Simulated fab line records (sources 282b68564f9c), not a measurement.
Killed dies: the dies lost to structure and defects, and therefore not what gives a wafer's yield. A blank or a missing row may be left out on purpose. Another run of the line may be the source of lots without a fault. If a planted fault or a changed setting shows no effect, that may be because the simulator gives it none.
fab line records	flow rit-cmos
record lots=15	wafers=45	last-day=7
route steps=202 shown FOX2@24 CONTACT@168 M1@202
lots untouched by any fault: they come from a run of this same line in which no faults occurred
start-h: hours from the record's first day to the start of the lot's first wafer shown	wait-h: hours from the lot's prior step to this one	" same as the row above	L1.1+2: one row covering several wafers at once	- no value, or no start given	* or withheld: withheld	< > ~ a bound
route shown NAME@n: names a module that has steps shown in the file, with the first one's number in the route	usual: mean and standard deviation over wafers with no fault	same: alike in all rows	chamber/n: place in a boat	sites: each site's reading	_std_site: standard deviation across them	_edge_site: the outer-site mean with the inner-site mean subtracted	radius-mm: for every site, how far away it sits from the centre of the wafer	mask NAME#n: copy n	behind: the last tool/chamber to shape the wafer	hold: reason for holding the lot/hours on hold/outcome of the hold	device: whichever transistor did not switch (one of n, p or np)	end of line: the tests these same wafers got at the end of their route	a step with no rows: only its recipe	killed: count of dies lost to structure and defects at first sort (not the wafer's yield)	map: a wafer's dies, marking killed ones x, the rest . and places with no die _
set.NAME: the run value of the setting; set.NAME@STEP: its run value at that earlier step	model.NAME: the simulator's own value behind a step, which no gauge read
the route's steps for a sample of lots (tables are steps, rows are wafers)
services: from which hour (start-h, from the record's first day; less than 0 if before it) a tool's chamber was out of use, for how many hours, and why
## steps
# step RIT_FOX2_THK_MEAS_01
# recipe reads=SiO2_of_FOX2_OXIDATION_00
# usual FOX2_OXIDE_THK=349/6.9
lot.wafer	tool	chamber	start-h	wait-h	FOX2_OXIDE_THK[nm]
L317.1	film-metro-04	-	19.79	0.0	347
L317.2	"	-	"	"	350
L317.5	"	-	"	"	346
L319.1	film-metro-02	-	29.90	0.0	353
L319.2	"	-	"	"	350
L319.6	"	-	"	"	350
L320.3	film-metro-01	-	34.33	0.0	345
L320.5	"	-	"	"	344
L320.6	"	-	"	"	345
L327.1	film-metro-04	-	73.01	0.0	359
L327.4	"	-	"	"	360
L327.6	"	-	"	"	349
L328.2	film-metro-01	-	76.92	0.0	354
L328.5	"	-	"	"	358
L328.6	"	-	"	"	354
L329.4	film-metro-02	-	81.99	0.0	354
L329.5	"	-	"	"	357
L329.6	"	-	"	"	350
L331.4	film-metro-04	-	91.52	0.0	335
L331.5	"	-	"	"	342
L331.6	"	-	"	"	332
L332.1	film-metro-04	-	94.34	0.0	353
L332.5	"	-	"	"	357
L332.6	"	-	"	"	353
L333.1	film-metro-01	-	99.48	0.0	343
L333.3	"	-	"	"	341
L333.5	"	-	"	"	351
L334.2	film-metro-02	-	106.26	0.0	340
L334.3	"	-	"	"	353
L334.6	"	-	"	"	350
L335.3	film-metro-02	-	113.60	0.0	346
L335.4	"	-	"	"	347
L335.5	"	-	"	"	346
L336.2	film-metro-01	-	115.12	0.0	334
L336.3	"	-	"	"	338
L336.4	"	-	"	"	336
L337.2	film-metro-01	-	118.74	0.0	349
L337.4	"	-	"	"	355
L337.5	"	-	"	"	348
L339.2	film-metro-04	-	133.58	0.0	349
L339.3	"	-	"	"	345
L339.5	"	-	"	"	350
L340.1	film-metro-01	-	134.39	0.0	354
L340.3	"	-	"	"	353
L340.4	"	-	"	"	355
# step RIT_CONTACT_CVD_00
# recipe material=SiO2	target-thk-nm=400	precursor=TEOS	temp-c=390	time-s=61	rf-w=400
# usual heater-power-w=337/48	rf-fwd-power-W=396.9/1.5
lot.wafer	tool	chamber	start-h	wait-h	heater-power-w	rf-fwd-power-W
L317.1	pecvd-02	2	55.85	0.1	284	397.8
L317.2	"	1	"	"	289	394.9
L317.5	"	1	"	"	307	396.1
L319.1	pecvd-03	0	62.24	0.1	296	395.3
L319.2	"	2	"	"	403	398.0
L319.6	"	2	"	"	410	397.8
L320.3	pecvd-02	2	65.98	0.0	313	396.0
L320.5	"	0	"	"	282	398.8
L320.6	"	1	"	"	335	394.4
L327.1	pecvd-01	0	106.46	0.1	-	-
L327.4	"	2	"	"	-	-
L327.6	"	1	"	"	-	-
L328.2	pecvd-03	1	111.81	0.0	-	-
L328.5	"	0	"	"	-	-
L328.6	"	2	"	"	-	-
L329.4	pecvd-02	0	114.52	0.0	-	-
L329.5	"	1	"	"	-	-
L329.6	"	2	"	"	-	-
L331.4	pecvd-03	2	127.52	0.0	393	397.5
L331.5	"	0	"	"	344	394.9
L331.6	"	1	"	"	333	395.0
L332.1	pecvd-02	2	128.07	0.1	282	398.5
L332.5	"	2	"	"	288	398.2
L332.6	"	1	"	"	334	394.9
L333.1	pecvd-01	2	133.07	0.1	443	394.9
L333.3	"	1	"	"	249	396.0
L333.5	"	0	"	"	391	399.3
L334.2	pecvd-03	0	142.94	0.0	328	396.6
L334.3	"	1	"	"	320	397.0
L334.6	"	1	"	"	328	395.3
L336.2	pecvd-02	1	148.02	0.0	300	396.4
L336.3	"	0	"	"	324	400.5
L336.4	"	2	"	"	281	396.6
L335.3	pecvd-01	2	148.73	0.0	415	395.5
L335.4	"	1	"	"	303	398.9
L335.5	"	2	"	"	426	395.2
L337.2	pecvd-03	0	155.90	0.0	312	397.1
L337.4	"	0	"	"	328	397.7
L337.5	"	1	"	"	301	397.5
L340.1	pecvd-01	1	170.17	0.1	300	398.3
L340.3	"	2	"	"	404	394.0
L340.4	"	1	"	"	314	397.9
L339.2	pecvd-03	2	170.38	0.0	380	397.3
L339.3	"	1	"	"	311	398.0
L339.5	"	2	"	"	382	396.1
# step RIT_CONTACT_OVL_MEAS_09
# usual CONTACT_OVL=0.0/1.3
lot.wafer	tool	chamber	start-h	wait-h	CONTACT_OVL[nm]
L317.1	overlay-01	-	57.05	0.1	2.6
L317.2	"	-	"	"	2.4
L317.5	"	-	"	"	3.1
L319.1	overlay-02	-	63.92	0.1	-1.3
L319.2	"	-	"	"	0.0
L319.6	"	-	"	"	-1.1
L320.3	overlay-01	-	67.32	0.1	-0.1
L320.5	"	-	"	"	-1.9
L320.6	"	-	"	"	1.1
L327.1	overlay-02	-	107.78	0.1	0.0
L327.4	"	-	"	"	1.7
L327.6	"	-	"	"	0.2
L328.2	overlay-02	-	113.28	0.1	-0.8
L328.5	"	-	"	"	-0.2
L328.6	"	-	"	"	-1.6
L329.4	overlay-01	-	115.84	0.1	-0.6
L329.5	"	-	"	"	-0.6
L329.6	"	-	"	"	1.1
L331.4	overlay-01	-	128.71	0.1	0.4
L331.5	"	-	"	"	2.4
L331.6	"	-	"	"	1.7
L332.1	overlay-02	-	129.39	0.1	-1.2
L332.5	"	-	"	"	0.0
L332.6	"	-	"	"	-0.9
L333.1	overlay-02	-	134.27	0.1	-0.3
L333.3	"	-	"	"	-0.2
L333.5	"	-	"	"	-2.0
L334.2	overlay-02	-	144.27	0.1	-1.1
L334.3	"	-	"	"	-1.2
L334.6	"	-	"	"	-2.4
L336.2	overlay-01	-	149.22	0.1	2.3
L336.3	"	-	"	"	1.6
L336.4	"	-	"	"	2.7
L335.3	overlay-02	-	150.07	0.1	-1.6
L335.4	"	-	"	"	0.2
L335.5	"	-	"	"	-0.2
L337.2	overlay-02	-	157.10	0.1	-1.1
L337.4	"	-	"	"	-1.3
L337.5	"	-	"	"	0.7
L340.1	overlay-01	-	171.46	0.1	-1.7
L340.3	"	-	"	"	-2.3
L340.4	"	-	"	"	-0.5
L339.2	overlay-01	-	171.59	0.1	1.9
L339.3	"	-	"	"	1.4
L339.5	"	-	"	"	2.7
# step RIT_CONTACT_STRIP_12
# recipe chemistry=O2	time-s=180	resist=NOVOLAK	platen-temp-c=withheld	power-w=500	pressure-mtorr=4000	o2-flow-sccm=4000
# usual drypump-motor-current-A=5.7/0.65
lot.wafer	tool	chamber	start-h	wait-h	drypump-motor-current-A	rf-hours-counter-h
L317.1	plasma-asher-04	1	57.47	0.1	5.9	28
L317.2	"	0	"	"	6.3	28
L317.5	"	0	"	"	6.3	-
L319.1	plasma-asher-04	1	64.30	0.1	5.9	29
L319.2	"	0	"	"	6.3	29
L319.6	"	1	"	"	5.9	-
L320.3	plasma-asher-01	0	67.74	0.2	4.9	-
L320.5	"	0	"	"	4.9	-
L320.6	"	1	"	"	6.4	-
L327.1	plasma-asher-04	1	108.16	0.1	5.9	33
L327.4	"	0	"	"	6.3	-
L327.6	"	0	"	"	6.3	-
L328.2	plasma-asher-04	1	113.66	0.1	5.9	34
L328.5	"	1	"	"	5.9	-
L328.6	"	0	"	"	6.3	-
L329.4	plasma-asher-04	1	116.26	0.2	5.9	-
L329.5	"	1	"	"	5.9	-
L329.6	"	0	"	"	6.3	-
L331.4	plasma-asher-04	0	129.13	0.2	6.4	-
L331.5	"	1	"	"	5.9	-
L331.6	"	0	"	"	6.3	-
L332.1	plasma-asher-01	0	129.77	0.1	4.9	49
L332.5	"	0	"	"	4.9	-
L332.6	"	1	"	"	6.4	-
L333.1	plasma-asher-02	0	134.65	0.1	5.2	2
L333.3	"	0	"	"	5.2	-
L333.5	"	1	"	"	4.7	-
L334.2	plasma-asher-04	0	144.77	0.1	6.3	37
L334.3	"	0	"	"	6.3	-
L334.6	"	0	"	"	6.3	-
L336.2	plasma-asher-01	1	149.60	0.1	6.4	51
L336.3	"	1	"	"	6.4	-
L336.4	"	0	"	"	4.9	-
L335.3	plasma-asher-02	1	150.49	0.2	4.6	-
L335.4	"	0	"	"	5.2	-
L335.5	"	0	"	"	5.1	-
L337.2	plasma-asher-02	1	157.47	0.1	4.6	4
L337.4	"	0	"	"	5.1	-
L337.5	"	1	"	"	4.7	-
L340.1	plasma-asher-02	0	171.85	0.1	5.1	5
L340.3	"	1	"	"	4.7	-
L340.4	"	0	"	"	5.1	-
L339.2	plasma-asher-04	0	172.00	0.1	6.3	40
L339.3	"	0	"	"	6.3	-
L339.5	"	1	"	"	5.9	-
# step RIT_CONTACT_CD_MEAS_90
# recipe target-cd-nm=1000
# usual cd-nm=1000.2/2
lot.wafer	tool	chamber	start-h	wait-h	cd-nm
L317.1	cd-sem-01	-	57.64	0.1	1002.5
L317.2	"	-	"	"	1001.8
L317.5	"	-	"	"	1004.7
L319.1	cd-sem-01	-	64.48	0.1	999.2
L319.2	"	-	"	"	999.8
L319.6	"	-	"	"	1000.9
L320.3	cd-sem-01	-	67.90	0.1	1001.1
L320.5	"	-	"	"	998.9
L320.6	"	-	"	"	999.2
L327.1	cd-sem-01	-	108.33	0.1	-
L327.4	"	-	"	"	-
L327.6	"	-	"	"	-
L328.2	cd-sem-02	-	113.85	0.1	-
L328.5	"	-	"	"	-
L328.6	"	-	"	"	-
L329.4	cd-sem-01	-	116.43	0.1	-
L329.5	"	-	"	"	-
L329.6	"	-	"	"	-
L331.4	cd-sem-01	-	129.30	0.1	999.1
L331.5	"	-	"	"	1002.4
L331.6	"	-	"	"	1003.1
L332.1	cd-sem-01	-	129.95	0.1	998.1
L332.5	"	-	"	"	998.6
L332.6	"	-	"	"	997.6
L333.1	cd-sem-02	-	134.83	0.1	1002.6
L333.3	"	-	"	"	1000.8
L333.5	"	-	"	"	1003.0
L334.2	cd-sem-02	-	144.96	0.1	997.5
L334.3	"	-	"	"	999.9
L334.6	"	-	"	"	998.3
L336.2	cd-sem-02	-	149.79	0.1	1000.4
L336.3	"	-	"	"	999.6
L336.4	"	-	"	"	1000.3
L335.3	cd-sem-02	-	150.65	0.1	1001.2
L335.4	"	-	"	"	1003.7
L335.5	"	-	"	"	1001.8
L337.2	cd-sem-02	-	157.67	0.1	998.9
L337.4	"	-	"	"	999.3
L337.5	"	-	"	"	998.3
L340.1	cd-sem-02	-	172.02	0.1	1000.0
L340.3	"	-	"	"	997.5
L340.4	"	-	"	"	996.5
L339.2	cd-sem-01	-	172.19	0.1	1001.1
L339.3	"	-	"	"	1001.3
L339.5	"	-	"	"	1001.0
# step RIT_M1_PROBE_99
# usual killed-at-contacts=0.1/0.28	killed-at-front-end=7.0/2.9	killed-dies=7.0/2.9	killed-on-rim=1.8/1.4	killed-open=3.4/2.1	killed-short=3.6/1.7
# same gross-dies=264	killed_at_M0_to_M3=0	killed_at_M4_up=0	killed-at-back-side=0	killed-at-other=0
lot.wafer	tool	chamber	start-h	wait-h	killed-at-contacts	killed-at-front-end	killed-dies	killed-on-rim	killed-open	killed-short
L327.1	prober-01	-	112.85	0.1	263	1	264	70	0	1
L327.4	prober-01	-	113.00	0.2	261	3	264	70	1	2
L327.6	prober-01	-	113.10	0.2	264	0	264	70	0	0
L328.2	prober-02	-	118.56	0.1	263	1	264	70	0	1
L328.5	prober-02	-	118.71	0.2	261	3	264	70	2	1
L328.6	prober-02	-	118.76	0.2	261	3	264	70	3	0
L329.4	prober-01	-	121.18	0.2	263	1	264	70	0	1
L329.5	prober-01	-	121.23	0.2	261	3	264	70	1	2
L329.6	prober-01	-	121.28	0.2	261	3	264	70	1	2
# killed by level:class
L327.1 CONTACT:lost-pattern=261 CONTACT:area-cvd=2 REOX:geometric-particle:short=1
L327.4 CONTACT:lost-pattern=261 GATE:geometric-particle:short=2 FOX2:geometric-particle:open=1
L327.6 CONTACT:lost-pattern=263 CONTACT:area-cvd=1
L328.2 CONTACT:lost-pattern=262 GATE:geometric-particle:short=1 CONTACT:area-cvd=1
L328.5 CONTACT:lost-pattern=261 FOX1:geometric-particle:open=1 SILICIDE:geometric-particle:short=1 SILICIDE:geometric-particle:open=1
L328.6 CONTACT:lost-pattern=259 GATE:geometric-particle:open=2 CONTACT:area-cvd=2 FOX1:geometric-particle:open=1
L329.4 CONTACT:lost-pattern=261 CONTACT:area-cvd=2 REOX:geometric-particle:short=1
L329.5 CONTACT:lost-pattern=260 GATE:geometric-particle:short=2 GATE:geometric-particle:open=1 CONTACT:area-cvd=1
L329.6 CONTACT:lost-pattern=261 FOX1:geometric-particle:open=1 GATE:geometric-particle:short=1 SILICIDE:geometric-particle:short=1
## services
tool	chamber	start-h	hours	kind
pecvd-03	-	45.24	2.8	pm
pecvd-03	-	54.41	5.5	pm
plasma-asher-02	-	108.80	9.0	pm
plasma-asher-02	0	108.80	9.0	vent-cycle
plasma-asher-02	1	108.80	9.0	vent-cycle
plasma-asher-02	0	117.80	-	clean
plasma-asher-02	1	117.80	-	clean
## key
first-sign step=RIT_CONTACT_CVD_00	reading=tool-record	direction=missing
effect step=RIT_CONTACT_CD_MEAS_90	reading=cd-nm	direction=missing
effect step=RIT_M1_PROBE_99	reading=killed-at-contacts	direction=up	sigmas=99+	usual=0.1	struck=262
met-at RIT_CONTACT_CVD_00
struck-lots L327,L328,L329
later-rows-left-out L327.1,L327.4,L327.6,L328.2,L328.5,L328.6,L329.4,L329.5,L329.6
tester-left-out L327,L328,L329
not-acting-at RIT_FOX2_THK_MEAS_01,RIT_CONTACT_OVL_MEAS_09,RIT_CONTACT_STRIP_12
onset-between 65.98 106.46
fault kind=skipped-step-whole	tool=pecvd-01,pecvd-02,pecvd-03	chamber=-	onset-h=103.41	steps=RIT_CONTACT_CVD_00	scope=struck-lots-only
# tester-left-out: of these lots the tester's yield and bins aren't shown, on N5 and GAA mostly nor the transistor test; their killed dies are dies lost to structure and defects alone, not to doping, threshold or leakage, so they don't give the yield
# later-rows-left-out: the simulator's readings of these wafers behind a module that went badly wrong aren't trusted and aren't shown, but for the sort
